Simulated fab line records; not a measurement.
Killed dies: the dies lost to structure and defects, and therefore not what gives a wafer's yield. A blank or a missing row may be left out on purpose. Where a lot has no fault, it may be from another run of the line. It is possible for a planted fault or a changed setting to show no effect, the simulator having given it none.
fab line records :: flow rit-cmos
record:
  lots: 6
  wafers: 18
  last-day: 7
route steps=202 shown NSD@137 PSD@142 M1@202
lots that met no fault: from a run of the same line without faults
start-h: hours from the record's first day to the start of the lot's first wafer shown :: wait-h: hours elapsed since this lot's preceding step :: " repeats the value in the row above :: L1.1+2: one row covering several wafers at once :: - no value, or no start was given :: * or withheld: withheld :: < > ~ a bound
route shown NAME@n: a module of which the file shows steps, and the number in the route of the first :: usual: mean/standard deviation of fault-free wafers :: same: alike in all rows :: chamber/n: place in a boat :: sites: the reading at each site :: _std_site: the standard deviation of these :: _edge_site: outer sites' mean less inner sites' :: radius-mm: how far each site lies from the wafer's centre :: mask NAME#n: copy n :: behind: the last tool/chamber to shape the wafer :: hold: what put the lot on hold/how long, in hours/how the hold closed :: device: the n, p or np transistor that did not switch :: end of line: the tests these same wafers got at the end of their route :: a step given without rows: its recipe and nothing more :: killed: dies that structure and defects cost at the first sort, which is not the same as the wafer's yield :: map: per-die view of a wafer (x killed, . not killed, _ where there is no die)
set.NAME: setting as actually run; set.NAME@STEP: the setting as run at that earlier step :: model.NAME: the simulator's own value behind a step, which no gauge read
lots seen at some steps along the route; tables by step, rows by wafer
services: when a tool's chamber went out of use (start-h, in hours from the record's first day, below 0 if earlier), for how many hours, and the reason
== steps ==
step: RIT_NSD_OVL_MEAS_06
usual:
  NSD_OVL: -0.2/1.6
lot.wafer: L597.1
tool: overlay-02
chamber: -
start-h: 53.24
wait-h: -
NSD_OVL[nm]: -1.5

lot.wafer: L597.4
tool: overlay-02
chamber: -
start-h: 53.24
wait-h: -
NSD_OVL[nm]: 0.4

lot.wafer: L597.5
tool: overlay-02
chamber: -
start-h: 53.24
wait-h: -
NSD_OVL[nm]: -1.4

lot.wafer: L600.1
tool: overlay-02
chamber: -
start-h: 71.12
wait-h: -
NSD_OVL[nm]: 5.0

lot.wafer: L600.5
tool: overlay-02
chamber: -
start-h: 71.12
wait-h: -
NSD_OVL[nm]: 1.5

lot.wafer: L600.6
tool: overlay-02
chamber: -
start-h: 71.12
wait-h: -
NSD_OVL[nm]: 3.8

lot.wafer: L606.2
tool: overlay-02
chamber: -
start-h: 96.34
wait-h: -
NSD_OVL[nm]: 1.3

lot.wafer: L606.5
tool: overlay-02
chamber: -
start-h: 96.34
wait-h: -
NSD_OVL[nm]: -1.1

lot.wafer: L606.6
tool: overlay-02
chamber: -
start-h: 96.34
wait-h: -
NSD_OVL[nm]: 2.5

lot.wafer: L608.1
tool: overlay-01
chamber: -
start-h: 103.24
wait-h: -
NSD_OVL[nm]: 1.2

lot.wafer: L608.2
tool: overlay-01
chamber: -
start-h: 103.24
wait-h: -
NSD_OVL[nm]: 0.1

lot.wafer: L608.4
tool: overlay-01
chamber: -
start-h: 103.24
wait-h: -
NSD_OVL[nm]: 1.6

lot.wafer: L616.1
tool: overlay-01
chamber: -
start-h: 141.78
wait-h: -
NSD_OVL[nm]: 1.0

lot.wafer: L616.2
tool: overlay-01
chamber: -
start-h: 141.78
wait-h: -
NSD_OVL[nm]: 0.6

lot.wafer: L616.3
tool: overlay-01
chamber: -
start-h: 141.78
wait-h: -
NSD_OVL[nm]: 3.9

lot.wafer: L620.2
tool: overlay-01
chamber: -
start-h: 161.67
wait-h: -
NSD_OVL[nm]: 1.0

lot.wafer: L620.3
tool: overlay-01
chamber: -
start-h: 161.67
wait-h: -
NSD_OVL[nm]: -0.3

lot.wafer: L620.4
tool: overlay-01
chamber: -
start-h: 161.67
wait-h: -
NSD_OVL[nm]: -1.7
step: RIT_NSD_HARDBAKE_07
recipe:
  resist: NOVOLAK
  temp-c: 140
  time-s: 60
step: RIT_NSD_IMPLANT_08
recipe:
  species: P
  energy-kev: 25
  dose-cm2: 1e+15
  tilt-deg: 7
step: RIT_NSD_STRIP_09
recipe:
  chemistry: O2
  time-s: 180
  resist: NOVOLAK
  platen-temp-c: withheld
  power-w: 500
  pressure-mtorr: 4000
  o2-flow-sccm: 4000
usual:
  drypump-motor-current-A: 5.9/0.6
lot.wafer: L597.1
tool: plasma-asher-01
chamber: 0
start-h: 53.58
wait-h: 0.1
drypump-motor-current-A: 6.4
rf-hours-counter-h: 40

lot.wafer: L597.4
tool: plasma-asher-01
chamber: 0
start-h: 53.58
wait-h: 0.1
drypump-motor-current-A: 6.4
rf-hours-counter-h: -

lot.wafer: L597.5
tool: plasma-asher-01
chamber: 0
start-h: 53.58
wait-h: 0.1
drypump-motor-current-A: 6.3
rf-hours-counter-h: -

lot.wafer: L600.1
tool: plasma-asher-04
chamber: 0
start-h: 71.46
wait-h: 0.1
drypump-motor-current-A: 6.6
rf-hours-counter-h: 28

lot.wafer: L600.5
tool: plasma-asher-04
chamber: 1
start-h: 71.46
wait-h: 0.1
drypump-motor-current-A: 5.7
rf-hours-counter-h: -

lot.wafer: L600.6
tool: plasma-asher-04
chamber: 0
start-h: 71.46
wait-h: 0.1
drypump-motor-current-A: 6.6
rf-hours-counter-h: -

lot.wafer: L606.2
tool: plasma-asher-01
chamber: 0
start-h: 96.67
wait-h: 0.1
drypump-motor-current-A: 6.3
rf-hours-counter-h: 45

lot.wafer: L606.5
tool: plasma-asher-01
chamber: 0
start-h: 96.67
wait-h: 0.1
drypump-motor-current-A: 6.3
rf-hours-counter-h: -

lot.wafer: L606.6
tool: plasma-asher-01
chamber: 1
start-h: 96.67
wait-h: 0.1
drypump-motor-current-A: 6.4
rf-hours-counter-h: -

lot.wafer: L608.1
tool: plasma-asher-01
chamber: 1
start-h: 103.58
wait-h: 0.1
drypump-motor-current-A: 6.3
rf-hours-counter-h: 46

lot.wafer: L608.2
tool: plasma-asher-01
chamber: 0
start-h: 103.58
wait-h: 0.1
drypump-motor-current-A: 6.4
rf-hours-counter-h: 46

lot.wafer: L608.4
tool: plasma-asher-01
chamber: 0
start-h: 103.58
wait-h: 0.1
drypump-motor-current-A: 6.4
rf-hours-counter-h: -

lot.wafer: L616.1
tool: plasma-asher-04
chamber: 0
start-h: 142.12
wait-h: 0.1
drypump-motor-current-A: 6.6
rf-hours-counter-h: 37

lot.wafer: L616.2
tool: plasma-asher-04
chamber: 1
start-h: 142.12
wait-h: 0.1
drypump-motor-current-A: 5.7
rf-hours-counter-h: 37

lot.wafer: L616.3
tool: plasma-asher-04
chamber: 1
start-h: 142.12
wait-h: 0.1
drypump-motor-current-A: 5.7
rf-hours-counter-h: -

lot.wafer: L620.2
tool: plasma-asher-01
chamber: 1
start-h: 162.13
wait-h: 0.1
drypump-motor-current-A: 6.3
rf-hours-counter-h: 5

lot.wafer: L620.3
tool: plasma-asher-01
chamber: 0
start-h: 162.13
wait-h: 0.1
drypump-motor-current-A: 6.3
rf-hours-counter-h: -

lot.wafer: L620.4
tool: plasma-asher-01
chamber: 1
start-h: 162.13
wait-h: 0.1
drypump-motor-current-A: 6.3
rf-hours-counter-h: -
step: RIT_NSD_TW_MEAS_10
usual:
  NSD_TW: 3129/42
lot.wafer: L597.1
tool: film-metro-01
chamber: -
start-h: 53.76
wait-h: 0.1
NSD_TW: 3130

lot.wafer: L597.4
tool: film-metro-01
chamber: -
start-h: 53.76
wait-h: 0.1
NSD_TW: 3104

lot.wafer: L597.5
tool: film-metro-01
chamber: -
start-h: 53.76
wait-h: 0.1
NSD_TW: 3096

lot.wafer: L600.1
tool: film-metro-01
chamber: -
start-h: 71.63
wait-h: 0.1
NSD_TW: 3110

lot.wafer: L600.5
tool: film-metro-01
chamber: -
start-h: 71.63
wait-h: 0.1
NSD_TW: 3103

lot.wafer: L600.6
tool: film-metro-01
chamber: -
start-h: 71.63
wait-h: 0.1
NSD_TW: 3102

lot.wafer: L606.2
tool: film-metro-01
chamber: -
start-h: 96.86
wait-h: 0.1
NSD_TW: 3131

lot.wafer: L606.5
tool: film-metro-01
chamber: -
start-h: 96.86
wait-h: 0.1
NSD_TW: 3140

lot.wafer: L606.6
tool: film-metro-01
chamber: -
start-h: 96.86
wait-h: 0.1
NSD_TW: 3126

lot.wafer: L608.1
tool: film-metro-01
chamber: -
start-h: 103.75
wait-h: 0.1
NSD_TW: 3127

lot.wafer: L608.2
tool: film-metro-01
chamber: -
start-h: 103.75
wait-h: 0.1
NSD_TW: 3133

lot.wafer: L608.4
tool: film-metro-01
chamber: -
start-h: 103.75
wait-h: 0.1
NSD_TW: 3133

lot.wafer: L616.1
tool: film-metro-02
chamber: -
start-h: 142.29
wait-h: 0.1
NSD_TW: 3182

lot.wafer: L616.2
tool: film-metro-02
chamber: -
start-h: 142.29
wait-h: 0.1
NSD_TW: 3185

lot.wafer: L616.3
tool: film-metro-02
chamber: -
start-h: 142.29
wait-h: 0.1
NSD_TW: 3183

lot.wafer: L620.2
tool: film-metro-02
chamber: -
start-h: 162.31
wait-h: 0.1
NSD_TW: 3176

lot.wafer: L620.3
tool: film-metro-02
chamber: -
start-h: 162.31
wait-h: 0.1
NSD_TW: 3206

lot.wafer: L620.4
tool: film-metro-02
chamber: -
start-h: 162.31
wait-h: 0.1
NSD_TW: 3173
step: RIT_PSD_HMDS_00
recipe:
  prime-time-s: 60
  prime-temp-c: 140
step: RIT_PSD_COAT_01
recipe:
  resist: NOVOLAK
  spin-rpm: 3250
  resist-thk-nm: 1000
step: RIT_PSD_SOFTBAKE_02
recipe:
  resist: NOVOLAK
  temp-c: 90
  time-s: 60
step: RIT_PSD_EXPOSE_03
recipe:
  mask-id: M10
  na: 0.57
  target-cd-nm: 40900
  dose-mj: 250
step: RIT_PSD_PEB_04
recipe:
  resist: NOVOLAK
  temp-c: withheld
  time-s: withheld
step: RIT_PSD_DEVELOP_05
recipe:
  resist: NOVOLAK
  develop-time-s: 50
  dev-temp-c: 23
step: RIT_PSD_OVL_MEAS_06
usual:
  PSD_OVL: 0.4/1.5
lot.wafer: L597.1
tool: overlay-01
chamber: -
start-h: 54.67
wait-h: -
PSD_OVL[nm]: 2.2

lot.wafer: L597.4
tool: overlay-01
chamber: -
start-h: 54.67
wait-h: -
PSD_OVL[nm]: 0.9

lot.wafer: L597.5
tool: overlay-01
chamber: -
start-h: 54.67
wait-h: -
PSD_OVL[nm]: 2.1

lot.wafer: L600.1
tool: overlay-01
chamber: -
start-h: 72.69
wait-h: -
PSD_OVL[nm]: -1.2

lot.wafer: L600.5
tool: overlay-01
chamber: -
start-h: 72.69
wait-h: -
PSD_OVL[nm]: 1.1

lot.wafer: L600.6
tool: overlay-01
chamber: -
start-h: 72.69
wait-h: -
PSD_OVL[nm]: -1.0

lot.wafer: L606.2
tool: overlay-01
chamber: -
start-h: 97.96
wait-h: -
PSD_OVL[nm]: 0.7

lot.wafer: L606.5
tool: overlay-01
chamber: -
start-h: 97.96
wait-h: -
PSD_OVL[nm]: 0.8

lot.wafer: L606.6
tool: overlay-01
chamber: -
start-h: 97.96
wait-h: -
PSD_OVL[nm]: 2.0

lot.wafer: L608.1
tool: overlay-01
chamber: -
start-h: 104.98
wait-h: -
PSD_OVL[nm]: -0.8

lot.wafer: L608.2
tool: overlay-01
chamber: -
start-h: 104.98
wait-h: -
PSD_OVL[nm]: -0.3

lot.wafer: L608.4
tool: overlay-01
chamber: -
start-h: 104.98
wait-h: -
PSD_OVL[nm]: 0.3

lot.wafer: L616.1
tool: overlay-01
chamber: -
start-h: 143.20
wait-h: -
PSD_OVL[nm]: 0.0

lot.wafer: L616.2
tool: overlay-01
chamber: -
start-h: 143.20
wait-h: -
PSD_OVL[nm]: 0.4

lot.wafer: L616.3
tool: overlay-01
chamber: -
start-h: 143.20
wait-h: -
PSD_OVL[nm]: -0.6

lot.wafer: L620.2
tool: overlay-01
chamber: -
start-h: 163.22
wait-h: -
PSD_OVL[nm]: 1.6

lot.wafer: L620.3
tool: overlay-01
chamber: -
start-h: 163.22
wait-h: -
PSD_OVL[nm]: 2.3

lot.wafer: L620.4
tool: overlay-01
chamber: -
start-h: 163.22
wait-h: -
PSD_OVL[nm]: 1.9
step: RIT_PSD_HARDBAKE_07
recipe:
  resist: NOVOLAK
  temp-c: 140
  time-s: 60
usual:
  chill-plate-temp-C: 22.99/0.097
  exhaust-pa: 44.9/0.95
  heater-power-total-W: 62.55/0.051
  plate-temp-C: 139.99/0.14
  resist-line-temp-C: 23.00/0.11
lot.wafer: L597.1
tool: litho-track-01
chamber: 0
start-h: 54.71
wait-h: 0.0
chill-plate-temp-C: 22.94
exhaust-pa: 44.3
heater-power-total-W: 62.52
plate-temp-C: 140.16
resist-line-temp-C: 22.92
model.NOVOLAK_of_PSD_COAT_01.thk-nm: 886.1

lot.wafer: L597.4
tool: litho-track-01
chamber: 0
start-h: 54.71
wait-h: 0.0
chill-plate-temp-C: 22.91
exhaust-pa: 45.6
heater-power-total-W: 62.54
plate-temp-C: 140.12
resist-line-temp-C: 22.97
model.NOVOLAK_of_PSD_COAT_01.thk-nm: 885.5

lot.wafer: L597.5
tool: litho-track-01
chamber: 0
start-h: 54.71
wait-h: 0.0
chill-plate-temp-C: 23.02
exhaust-pa: 46.3
heater-power-total-W: 62.55
plate-temp-C: 140.16
resist-line-temp-C: 23.00
model.NOVOLAK_of_PSD_COAT_01.thk-nm: 882.3

lot.wafer: L600.1
tool: litho-track-04
chamber: 0
start-h: 72.72
wait-h: 0.0
chill-plate-temp-C: 23.07
exhaust-pa: 44.2
heater-power-total-W: 62.58
plate-temp-C: 140.03
resist-line-temp-C: 22.87
model.NOVOLAK_of_PSD_COAT_01.thk-nm: 886.2

lot.wafer: L600.5
tool: litho-track-04
chamber: 0
start-h: 72.72
wait-h: 0.0
chill-plate-temp-C: 22.97
exhaust-pa: 46.0
heater-power-total-W: 62.64
plate-temp-C: 139.83
resist-line-temp-C: 22.88
model.NOVOLAK_of_PSD_COAT_01.thk-nm: 886.3

lot.wafer: L600.6
tool: litho-track-04
chamber: 0
start-h: 72.72
wait-h: 0.0
chill-plate-temp-C: 23.00
exhaust-pa: 45.1
heater-power-total-W: 62.62
plate-temp-C: 139.78
resist-line-temp-C: 22.79
model.NOVOLAK_of_PSD_COAT_01.thk-nm: 885.2

lot.wafer: L606.2
tool: litho-track-04
chamber: 0
start-h: 98.02
wait-h: 0.0
chill-plate-temp-C: 23.04
exhaust-pa: 46.4
heater-power-total-W: 55.84
plate-temp-C: 128.49
resist-line-temp-C: 23.05
model.NOVOLAK_of_PSD_COAT_01.thk-nm: 907.6

lot.wafer: L606.5
tool: litho-track-04
chamber: 0
start-h: 98.02
wait-h: 0.0
chill-plate-temp-C: 23.11
exhaust-pa: 45.7
heater-power-total-W: 55.96
plate-temp-C: 128.71
resist-line-temp-C: 22.95
model.NOVOLAK_of_PSD_COAT_01.thk-nm: 907.4

lot.wafer: L606.6
tool: litho-track-04
chamber: 0
start-h: 98.02
wait-h: 0.0
chill-plate-temp-C: 23.09
exhaust-pa: 45.6
heater-power-total-W: 55.89
plate-temp-C: 128.47
resist-line-temp-C: 22.90
model.NOVOLAK_of_PSD_COAT_01.thk-nm: 907.6

lot.wafer: L608.1
tool: litho-track-04
chamber: 0
start-h: 105.01
wait-h: 0.0
chill-plate-temp-C: 23.09
exhaust-pa: 44.3
heater-power-total-W: 55.87
plate-temp-C: 128.48
resist-line-temp-C: 23.02
model.NOVOLAK_of_PSD_COAT_01.thk-nm: 908.1

lot.wafer: L608.2
tool: litho-track-04
chamber: 0
start-h: 105.01
wait-h: 0.0
chill-plate-temp-C: 22.99
exhaust-pa: 44.1
heater-power-total-W: 55.94
plate-temp-C: 128.52
resist-line-temp-C: 23.04
model.NOVOLAK_of_PSD_COAT_01.thk-nm: 908.4

lot.wafer: L608.4
tool: litho-track-04
chamber: 0
start-h: 105.01
wait-h: 0.0
chill-plate-temp-C: 23.10
exhaust-pa: 45.2
heater-power-total-W: 55.88
plate-temp-C: 128.31
resist-line-temp-C: 23.15
model.NOVOLAK_of_PSD_COAT_01.thk-nm: 907

lot.wafer: L616.1
tool: litho-track-01
chamber: 0
start-h: 143.24
wait-h: 0.0
chill-plate-temp-C: 22.99
exhaust-pa: 44.7
heater-power-total-W: 62.57
plate-temp-C: 139.79
resist-line-temp-C: 22.98
model.NOVOLAK_of_PSD_COAT_01.thk-nm: 881.7

lot.wafer: L616.2
tool: litho-track-01
chamber: 0
start-h: 143.24
wait-h: 0.0
chill-plate-temp-C: 23.10
exhaust-pa: 43.9
heater-power-total-W: 62.55
plate-temp-C: 139.76
resist-line-temp-C: 22.93
model.NOVOLAK_of_PSD_COAT_01.thk-nm: 881

lot.wafer: L616.3
tool: litho-track-01
chamber: 0
start-h: 143.24
wait-h: 0.0
chill-plate-temp-C: 23.11
exhaust-pa: 44.9
heater-power-total-W: 62.49
plate-temp-C: 139.91
resist-line-temp-C: 23.10
model.NOVOLAK_of_PSD_COAT_01.thk-nm: 880.7

lot.wafer: L620.2
tool: litho-track-02
chamber: 0
start-h: 163.27
wait-h: 0.0
chill-plate-temp-C: 23.05
exhaust-pa: 43.4
heater-power-total-W: 62.51
plate-temp-C: 139.93
resist-line-temp-C: 22.86
model.NOVOLAK_of_PSD_COAT_01.thk-nm: 882.2

lot.wafer: L620.3
tool: litho-track-02
chamber: 0
start-h: 163.27
wait-h: 0.0
chill-plate-temp-C: 22.96
exhaust-pa: 43.6
heater-power-total-W: 62.51
plate-temp-C: 140.02
resist-line-temp-C: 22.96
model.NOVOLAK_of_PSD_COAT_01.thk-nm: 882.1

lot.wafer: L620.4
tool: litho-track-02
chamber: 0
start-h: 163.27
wait-h: 0.0
chill-plate-temp-C: 23.17
exhaust-pa: 44.1
heater-power-total-W: 62.49
plate-temp-C: 140.11
resist-line-temp-C: 23.06
model.NOVOLAK_of_PSD_COAT_01.thk-nm: 883.5
step: RIT_PSD_IMPLANT_08
recipe:
  species: BF2
  energy-kev: 27
  dose-cm2: 5e+15
  tilt-deg: 7
step: RIT_M1_PROBE_99
usual:
  killed-at-contacts: 0.1/0.29
  killed-at-front-end: 7/3
  killed-dies: 8/3
  killed-open: 3.7/2
  killed-short: 3.8/2.1
same:
  gross-dies: 264
  killed_at_M0_to_M3: 0
  killed_at_M4_up: 0
  killed-at-back-side: 0
  killed-at-other: 0
lot.wafer: L597.1
tool: prober-01
chamber: -
start-h: 64.45
wait-h: 0.1
killed-at-contacts: 0
killed-at-front-end: 6
killed-dies: 6
killed-open: 1
killed-short: 5

lot.wafer: L597.4
tool: prober-01
chamber: -
start-h: 64.60
wait-h: 0.2
killed-at-contacts: 0
killed-at-front-end: 2
killed-dies: 2
killed-open: 0
killed-short: 2

lot.wafer: L597.5
tool: prober-01
chamber: -
start-h: 64.65
wait-h: 0.2
killed-at-contacts: 0
killed-at-front-end: 8
killed-dies: 8
killed-open: 6
killed-short: 2

lot.wafer: L600.1
tool: prober-02
chamber: -
start-h: 81.45
wait-h: 0.1
killed-at-contacts: 0
killed-at-front-end: 7
killed-dies: 7
killed-open: 1
killed-short: 6

lot.wafer: L600.5
tool: prober-02
chamber: -
start-h: 81.65
wait-h: 0.2
killed-at-contacts: 0
killed-at-front-end: 9
killed-dies: 9
killed-open: 3
killed-short: 6

lot.wafer: L600.6
tool: prober-02
chamber: -
start-h: 81.70
wait-h: 0.2
killed-at-contacts: 0
killed-at-front-end: 7
killed-dies: 7
killed-open: 3
killed-short: 4

lot.wafer: L606.2
tool: prober-02
chamber: -
start-h: 106.47
wait-h: 0.1
killed-at-contacts: 0
killed-at-front-end: 7
killed-dies: 7
killed-open: 4
killed-short: 3

lot.wafer: L606.5
tool: prober-02
chamber: -
start-h: 106.62
wait-h: 0.2
killed-at-contacts: 0
killed-at-front-end: 10
killed-dies: 10
killed-open: 6
killed-short: 4

lot.wafer: L606.6
tool: prober-02
chamber: -
start-h: 106.67
wait-h: 0.2
killed-at-contacts: 0
killed-at-front-end: 10
killed-dies: 10
killed-open: 3
killed-short: 7

lot.wafer: L608.1
tool: prober-02
chamber: -
start-h: 113.79
wait-h: 0.1
killed-at-contacts: 0
killed-at-front-end: 9
killed-dies: 9
killed-open: 5
killed-short: 4

lot.wafer: L608.2
tool: prober-02
chamber: -
start-h: 113.84
wait-h: 0.1
killed-at-contacts: 0
killed-at-front-end: 2
killed-dies: 2
killed-open: 0
killed-short: 2

lot.wafer: L608.4
tool: prober-02
chamber: -
start-h: 113.94
wait-h: 0.2
killed-at-contacts: 1
killed-at-front-end: 8
killed-dies: 9
killed-open: 2
killed-short: 7

lot.wafer: L616.1
tool: prober-02
chamber: -
start-h: 151.70
wait-h: 0.1
killed-at-contacts: 0
killed-at-front-end: 12
killed-dies: 12
killed-open: 7
killed-short: 5

lot.wafer: L616.2
tool: prober-02
chamber: -
start-h: 151.75
wait-h: 0.1
killed-at-contacts: 0
killed-at-front-end: 10
killed-dies: 10
killed-open: 2
killed-short: 8

lot.wafer: L616.3
tool: prober-02
chamber: -
start-h: 151.80
wait-h: 0.2
killed-at-contacts: 0
killed-at-front-end: 6
killed-dies: 6
killed-open: 2
killed-short: 4
killed by level:class
L597.1 SPACER:geometric-particle:short=2 SILICIDE:geometric-particle:short=2 FOX1:geometric-particle:short=1 SPACER:geometric-particle:open=1
L597.4 FOX1:geometric-particle:short=1 REOX:geometric-particle:short=1
L597.5 FOX1:geometric-particle:open=2 GATE:geometric-particle:open=2 FOX2:geometric-particle:open=1 GATE:geometric-particle:short=1 REOX:geometric-particle:open=1 SPACER:geometric-particle:short=1
L600.1 FOX1:geometric-particle:short=4 FOX1:geometric-particle:open=1 GATE:geometric-particle:short=1 REOX:geometric-particle:short=1
L600.5 FOX1:geometric-particle:short=3 FOX1:geometric-particle:open=2 ACTIVE:geometric-particle:short=1 GATE:geometric-particle:short=1 REOX:geometric-particle:open=1 REOX:geometric-particle:short=1
L600.6 GATE:geometric-particle:short=3 SILICIDE:geometric-particle:open=2 GATE:geometric-particle:open=1 SILICIDE:geometric-particle:short=1
L606.2 GATE:geometric-particle:open=3 GATE:geometric-particle:short=2 SPACER:geometric-particle:open=1 SPACER:geometric-particle:short=1
L606.5 GATE:geometric-particle:open=3 SPACER:geometric-particle:short=2 ACTIVE:geometric-particle:open=1 FOX1:geometric-particle:open=1 FOX2:geometric-particle:short=1 GATE:geometric-particle:short=1 SPACER:geometric-particle:open=1
L606.6 SPACER:geometric-particle:short=4 FOX2:geometric-particle:open=1 GATE:geometric-particle:short=1 REOX:geometric-particle:open=1 REOX:geometric-particle:short=1 SPACER:geometric-particle:open=1 SILICIDE:geometric-particle:short=1
L608.1 FOX2:geometric-particle:short=3 GATE:geometric-particle:open=2 REOX:geometric-particle:open=2 REOX:geometric-particle:short=1 SPACER:geometric-particle:open=1
L608.2 GATE:geometric-particle:short=2
L608.4 FOX2:geometric-particle:short=3 REOX:geometric-particle:open=2 SILICIDE:geometric-particle:short=2 REOX:geometric-particle:short=1 CONTACT:geometric-particle:short=1
L616.1 GATE:geometric-particle:open=4 SILICIDE:geometric-particle:open=3 REOX:geometric-particle:short=2 FOX1:geometric-particle:short=1 FOX2:geometric-particle:short=1 GATE:geometric-particle:short=1
L616.2 GATE:geometric-particle:short=4 REOX:geometric-particle:short=2 FOX1:geometric-particle:short=1 GATE:geometric-particle:open=1 REOX:geometric-particle:open=1 SPACER:geometric-particle:short=1
L616.3 GATE:geometric-particle:open=2 ACTIVE:geometric-particle:short=1 GATE:geometric-particle:short=1 REOX:geometric-particle:short=1 SPACER:geometric-particle:short=1
== services ==
tool: plasma-asher-01
chamber: -
start-h: 108.75
hours: 9.0
kind: pm

tool: plasma-asher-01
chamber: 0
start-h: 108.75
hours: 9.0
kind: vent-cycle

tool: plasma-asher-01
chamber: 1
start-h: 108.75
hours: 9.0
kind: vent-cycle

tool: plasma-asher-01
chamber: 0
start-h: 117.75
hours: -
kind: clean

tool: plasma-asher-01
chamber: 1
start-h: 117.75
hours: -
kind: clean
== key ==
first-sign:
  step: RIT_PSD_HARDBAKE_07
  reading: heater-power-total-W
  direction: down
  sigmas: 99+
  usual: 62.55
  struck: 55.90
effect:
  step: RIT_PSD_HARDBAKE_07
  reading: plate-temp-C
  direction: down
  sigmas: 83
  usual: *
  struck: *
model-effect:
  step: RIT_PSD_HARDBAKE_07
  value: NOVOLAK_of_PSD_COAT_01.thk-nm
  without: 885.9
  struck: 907.7
met-at RIT_PSD_HARDBAKE_07
struck-wafers L606.2,L606.5,L606.6,L608.1,L608.2,L608.4
tester-left-out L606,L608
onset-between 72.72 98.02
fault:
  kind: process-parameter-drift
  tool: litho-track-04
  chamber: -
  onset-h: 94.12
  steps: RIT_PSD_HARDBAKE_07
  channel: temp-c
  offset: *
  shape: step
  end-h: 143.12
  acts-in: *
  stated: *
tester-left-out: of these lots the tester's yield and bins aren't shown, on N5 and GAA mostly nor the transistor test; their killed dies are dies lost to structure and defects alone, not to doping, threshold or leakage, so they don't give the yield
